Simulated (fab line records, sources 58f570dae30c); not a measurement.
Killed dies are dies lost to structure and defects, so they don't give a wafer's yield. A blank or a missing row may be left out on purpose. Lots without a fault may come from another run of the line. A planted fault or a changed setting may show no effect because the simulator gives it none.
fab line records | flow berkeley_cmos170
record lots=10 wafers=30 last_day=12
route steps=331 shown ZERO@12 NWELL@26 PWELL@40
lots that met no fault: from a run of the same line without faults
start_h: hours from the record's first day to the start of the lot's first wafer shown | wait_h: hours since the lot's step before | " the same as in the row above | L1.1+2: a row that stands for several wafers | - no value, or no start given | * or withheld: withheld | < > ~ a bound
route shown NAME@n: a module of which the file shows steps, and the number in the route of the first | usual: mean/standard deviation of fault-free wafers | same: alike in all rows | chamber/n: place in a boat | sites: the reading at each site | _std_site: their standard deviation | _edge_site: outer sites' mean less inner sites' | radius_mm: how far each site lies from the wafer's centre | mask NAME#n: copy n | behind: the tool/chamber that last shaped the wafer | hold: why the lot was held/for how many hours/how that ended | device: the transistor (n, p or np) that didn't switch | end of line: the same wafers' tests at the end of the route | a step without rows: its recipe alone | killed: dies lost to structure and defects at the first sort, not the wafer's yield | map: a wafer's dies, x killed, . not, _ none there
set.NAME: the setting as run; set.NAME@STEP: as run at that earlier step | model.NAME: the simulator's own value behind a step, which no gauge read
steps of the route over a sample of lots; a table a step, a row a wafer
services: from which hour (start_h, from the record's first day; less than 0 if before it) a tool's chamber was out of use, for how many hours, and why
## steps
# step UCB170_ZERO_ETCH_06
# recipe chemistry=CHF3/CF4/Ar target=SiO2 time_s=12 pressure_mtorr=100 rf_w=500 CHF3_flow_sccm=50 cf4_flow_sccm=10 Ar_flow_sccm=120 over_etch_frac=1.58
# usual drypump_motor_current_A=6.0/0.43 oes_product_au=0.621/0.0092 throttle_valve_pct=9.19/0.12
# columns lot.wafer tool chamber start_h wait_h drypump_motor_current_A oes_product_au rf_hours_counter_h throttle_valve_pct
L322.1 rie_diel-04 3 17.65 - 6.7 0.624 47 9.09
L322.2 " 2 " " 5.3 0.629 16 9.29
L322.4 " 0 " " 6.5 0.636 27 9.05
L323.1 rie_diel-01 3 24.50 - 6.0 0.612 165 9.28
L323.2 " 0 " " 5.9 0.619 1 9.23
L323.3 " 2 " " 5.5 0.625 52 9.17
L324.2 rie_diel-02 2 28.47 - 5.5 0.609 12 9.53
L324.5 " 2 " " 5.5 0.602 - 9.53
L324.6 " 1 " " 5.6 0.634 - 9.05
L326.1 rie_diel-01 2 35.77 - 5.5 0.630 52 9.17
L326.3 " 0 " " 5.9 0.616 2 9.23
L326.5 " 2 " " 5.5 0.624 - 9.18
L325.1 rie_diel-02 2 36.05 - 5.5 0.616 12 9.55
L325.2 " 0 " " 5.7 0.610 98 9.15
L325.4 " 1 " " 5.6 0.634 172 9.03
L327.3 rie_diel-02 3 45.84 - 6.4 0.630 157 9.03
L327.4 " 0 " " 5.7 0.624 98 9.16
L327.6 " 0 " " 5.7 0.625 - 9.17
L339.3 rie_diel-04 0 104.88 - 6.5 0.631 31 9.04
L339.5 " 2 " " 5.3 0.625 - 9.28
L339.6 " 1 " " 6.4 0.605 - 9.18
L341.2 rie_diel-04 0 111.66 - 6.5 0.634 31 9.04
L341.4 " 3 " " 6.7 0.618 51 9.11
L341.5 " 1 " " 6.4 0.601 - 9.19
L343.3 rie_diel-01 0 123.88 - 5.9 0.615 5 9.24
L343.4 " 3 " " 6.0 0.619 1 9.28
L343.5 " 1 " " 6.2 0.627 - 9.23
L344.2 rie_diel-02 0 132.96 - 5.7 0.618 103 9.19
L344.3 " 2 " " 5.5 0.616 16 9.54
L344.4 " 2 " " 5.5 0.609 - 9.52
# step UCB170_NWELL_OVL_MEAS_12
# usual NWELL_OVL=2/4.4
# columns lot.wafer tool chamber start_h wait_h NWELL_OVL[nm]
L322.1 overlay-01 - 29.30 - 8
L322.2 " - " " -3
L322.4 " - " " 0
L323.1 overlay-02 - 36.30 - -6
L323.2 " - " " -1
L323.3 " - " " 0
L324.2 overlay-02 - 43.42 - 5
L324.5 " - " " 8
L324.6 " - " " -1
L326.1 overlay-02 - 48.28 - -1
L326.3 " - " " -4
L326.5 " - " " 5
L325.1 overlay-01 - 48.53 - 6
L325.2 " - " " -5
L325.4 " - " " -2
L327.3 overlay-01 - 56.69 - 4
L327.4 " - " " -2
L327.6 " - " " 3
L339.3 overlay-02 - 115.03 - 4
L339.5 " - " " 6
L339.6 " - " " 6
L341.2 overlay-01 - 126.40 - 6
L341.4 " - " " 4
L341.5 " - " " 13
L343.3 overlay-02 - 142.04 - 3
L343.4 " - " " -2
L343.5 " - " " -2
L344.2 overlay-02 - 144.53 - 3
L344.3 " - " " 5
L344.4 " - " " 7
# step UCB170_PWELL_THK_MEAS_06
# recipe reads=Si3N4_of_PWELL_CVD_05
# usual PWELL_NITRIDE_THK=220.5/2.3
# columns lot.wafer tool chamber start_h wait_h PWELL_NITRIDE_THK[nm]
L322.1 film_metro-02 - 53.49 0.0 223.9
L322.2 " - " " 223.9
L322.4 " - " " 223.8
L323.1 film_metro-04 - 55.61 0.0 218.6
L323.2 " - " " 218.4
L323.3 " - " " 218.4
L325.1 film_metro-04 - 62.32 0.0 223.1
L325.2 " - " " 223.5
L325.4 " - " " 221.0
L326.1 film_metro-01 - 62.32 0.0 218.1
L326.3 " - " " 219.2
L326.5 " - " " 218.1
L324.2 film_metro-02 - 62.33 0.0 217.8
L324.5 " - " " 217.3
L324.6 " - " " 217.7
L327.3 film_metro-01 - 75.89 0.0 222.5
L327.4 " - " " 224.6
L327.6 " - " " 224.4
L339.3 film_metro-04 - 133.50 0.0 219.5
L339.5 " - " " 219.5
L339.6 " - " " 219.1
L341.2 film_metro-02 - 141.69 0.0 215.6
L341.4 " - " " 216.2
L341.5 " - " " 215.0
L343.3 film_metro-01 - 158.45 0.0 221.9
L343.4 " - " " 220.2
L343.5 " - " " 222.9
L344.2 film_metro-04 - 164.08 0.0 223.3
L344.3 " - " " 222.6
L344.4 " - " " 223.6
# step UCB170_PWELL_ETCH_14
# recipe chemistry=CH3F/Ar/O2 target=Si3N4 stop_on=SiO2 CH3F_flow_sccm=20 Ar_flow_sccm=50 O2_flow_sccm=7 pressure_mtorr=50 rf_w=450 target_depth_a=2420 over_etch_frac=0.1 time_s=151
# usual drypump_motor_current_A=5.9/0.45 oes_product_au=0.949/0.015 run_length_s=179.1/0.38 throttle_valve_pct=8.02/0.15
# columns lot.wafer tool chamber start_h wait_h drypump_motor_current_A oes_product_au rf_hours_counter_h run_length_s throttle_valve_pct
L322.1 rie_diel-02 3 55.30 0.0 6.4 0.982 157 179.7 7.87
L322.2 " 1 " " 5.6 0.968 173 178.4 7.90
L322.4 " 2 " " 5.5 0.940 13 178.8 8.29
L323.1 rie_diel-04 3 56.83 0.0 6.6 0.946 48 179.2 7.94
L323.2 " 2 " " 5.3 0.955 18 179.5 8.10
L323.3 " 1 " " 6.4 0.930 31 179.0 7.98
L325.1 rie_diel-03 2 63.76 0.0 6.3 0.957 9 179.7 7.91
L325.2 " 3 " " 6.3 0.973 166 178.8 7.93
L325.4 " 0 " " 5.8 0.947 144 179.2 8.26
L324.2 rie_diel-04 0 63.77 0.0 6.5 0.955 29 180.1 7.86
L324.5 " 3 " " 6.7 0.949 - 179.2 7.95
L324.6 " 0 " " 6.5 0.959 - 179.4 7.84
L326.1 rie_diel-02 3 64.03 0.0 6.4 0.969 158 179.6 7.87
L326.3 " 2 " " 5.5 0.917 13 178.5 8.32
L326.5 " 0 " " 5.7 0.943 - 179.3 8.00
L327.3 rie_diel-04 2 77.08 0.0 5.3 0.958 18 179.2 8.14
L327.4 " 3 " " 6.7 0.952 49 179.4 7.93
L327.6 " 0 " " 6.5 0.978 - 180.1 7.86
L339.3 rie_diel-03 2 134.54 0.0 6.3 1.018 12 117.8 7.92
L339.5 " 1 " " 5.2 0.935 - 179.1 8.14
L339.6 " 0 " " 5.8 0.941 - 179.3 8.25
L341.2 rie_diel-02 2 143.94 0.0 5.5 0.921 16 178.7 8.32
L341.4 " 2 " " 5.5 0.913 - 178.7 8.31
L341.5 " 0 " " 5.7 0.925 - 179.4 7.98
L343.3 rie_diel-04 0 159.61 0.0 6.5 0.964 33 179.3 7.88
L343.4 " 0 " " 6.5 0.964 - 179.3 7.86
L343.5 " 3 " " 6.7 0.959 - 179.3 7.95
L344.2 rie_diel-02 2 165.27 0.0 5.5 0.938 18 178.9 8.31
L344.3 " 0 " " 5.7 0.942 105 178.6 7.98
L344.4 " 1 " " 5.6 0.963 5 178.4 7.89
# step UCB170_PWELL_STRIP_16
# recipe chemistry=O2 power_w=400 pressure_mtorr=3500 platen_temp_c=withheld o2_flow_sccm=400 overash_fraction=0.5
# usual drypump_motor_current_A=5.7/0.38 o2_flow_sccm=400.0/1.2 oes_product_au=0.721/0.0045 strip_time_to_endpoint_s=18.06/0.092
# same overash_fraction=0.5
# columns lot.wafer tool chamber start_h wait_h drypump_motor_current_A o2_flow_sccm oes_product_au rf_hours_counter_h strip_time_to_endpoint_s
L322.1 plasma_asher-02 0 55.55 0.1 5.7 400.5 0.718 34 18.00
L322.2 " 1 " " 6.0 401.0 0.717 34 17.84
L322.4 " 1 " " 6.0 399.7 0.715 - 17.96
L323.1 plasma_asher-01 1 57.08 0.1 6.0 402.0 0.720 37 18.06
L323.2 " 0 " " 5.9 399.4 0.726 37 17.92
L323.3 " 0 " " 5.9 399.4 0.720 - 18.08
L325.1 plasma_asher-02 1 64.01 0.1 6.0 400.1 0.722 35 18.05
L325.2 " 0 " " 5.7 400.0 0.721 35 18.06
L325.4 " 0 " " 5.6 400.1 0.725 - 18.07
L324.2 plasma_asher-01 0 64.02 0.1 5.9 399.3 0.718 38 17.86
L324.5 " 0 " " 5.9 399.2 0.731 - 18.01
L324.6 " 1 " " 6.0 400.1 0.721 - 17.87
L326.1 plasma_asher-02 1 64.28 0.1 6.0 399.8 0.723 35 18.27
L326.3 " 0 " " 5.7 402.6 0.713 - 17.99
L326.5 " 1 " " 6.0 398.5 0.729 - 18.08
L327.3 plasma_asher-02 0 77.36 0.1 5.7 398.5 0.719 - 17.97
L327.4 " 1 " " 6.0 399.2 0.717 - 18.11
L327.6 " 1 " " 6.0 399.6 0.717 - 17.97
L339.3 plasma_asher-03 1 134.83 0.1 4.8 399.8 0.727 - 19.70
L339.5 " 1 " " 4.8 397.2 0.722 - 18.23
L339.6 " 0 " " 5.1 401.2 0.715 - 18.09
L341.2 plasma_asher-02 1 144.19 0.1 6.0 399.5 0.724 44 17.96
L341.4 " 0 " " 5.7 401.9 0.724 - 17.86
L341.5 " 0 " " 5.6 401.1 0.723 - 17.98
L343.3 plasma_asher-01 1 159.90 0.1 6.0 399.3 0.724 - 17.98
L343.4 " 0 " " 5.9 400.7 0.716 - 17.98
L343.5 " 1 " " 6.0 398.4 0.724 - 18.13
L344.2 plasma_asher-02 0 165.52 0.1 5.7 399.1 0.721 46 18.01
L344.3 " 0 " " 5.7 399.7 0.725 - 18.08
L344.4 " 1 " " 6.0 400.7 0.723 - 18.05
## services
# columns tool chamber start_h hours kind
plasma_asher-02 - 6.35 2.8 pm
rie_diel-03 1 11.41 19.8 repair
rie_diel-03 - 16.68 2.8 pm
rie_diel-04 2 24.06 5.1 repair
rie_diel-02 1 59.48 - clean
rie_diel-02 1 59.48 18.5 scheduled_down
rie_diel-02 1 59.48 18.5 vent_cycle
rie_diel-04 0 65.81 3.3 repair
rie_diel-02 2 66.92 9.4 repair
plasma_asher-03 - 84.06 0.4 repair
rie_diel-02 2 90.72 17.1 repair
rie_diel-01 1 92.00 2.1 repair
plasma_asher-01 - 108.75 9.0 pm
plasma_asher-03 - 118.29 2.1 repair
rie_diel-02 3 125.86 - clean
rie_diel-02 3 125.86 26.5 scheduled_down
rie_diel-02 3 125.86 26.5 vent_cycle
rie_diel-04 - 128.33 0.6 repair
plasma_asher-03 - 137.25 7.3 repair
rie_diel-03 3 141.79 38.4 repair
plasma_asher-03 - 143.63 2.7 repair
rie_diel-04 2 147.84 1.6 repair
rie_diel-03 1 151.84 20.0 repair
rie_diel-04 2 157.10 15.3 repair
## key
first_sign step=UCB170_PWELL_ETCH_14 reading=run_length_s direction=down sigmas=99+ usual=* struck=*
effect step=UCB170_PWELL_ETCH_14 reading=oes_product_au direction=up sigmas=4.6 usual=0.949 struck=1.018
effect step=UCB170_PWELL_STRIP_16 reading=strip_time_to_endpoint_s direction=up sigmas=18 usual=* struck=*
met_at UCB170_PWELL_ETCH_14
struck_lots L339
struck_wafers L339.3
later_rows_left_out L339.3
sort_left_out L339.3
tester_left_out L339
not_acting_at UCB170_ZERO_ETCH_06,UCB170_NWELL_OVL_MEAS_12,UCB170_PWELL_THK_MEAS_06
onset_between 63.76 134.54
fault kind=process_parameter_drift tool=rie_diel-03 chamber=2 onset_h=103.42 steps=UCB170_PWELL_ETCH_14 channel=time_s offset=* shape=step end_h=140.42 acts_in=* stated=*
# tester_left_out: of these lots the tester's yield and bins aren't shown, on N5 and GAA mostly nor the transistor test; their killed dies are dies lost to structure and defects alone, not to doping, threshold or leakage, so they don't give the yield
# sort_left_out: the simulated sort isn't trusted on such a fault, so these wafers' sort isn't shown, and their yield isn't known
# later_rows_left_out: the simulator's readings of these wafers behind a module that went badly wrong aren't trusted and aren't shown, but for the sort
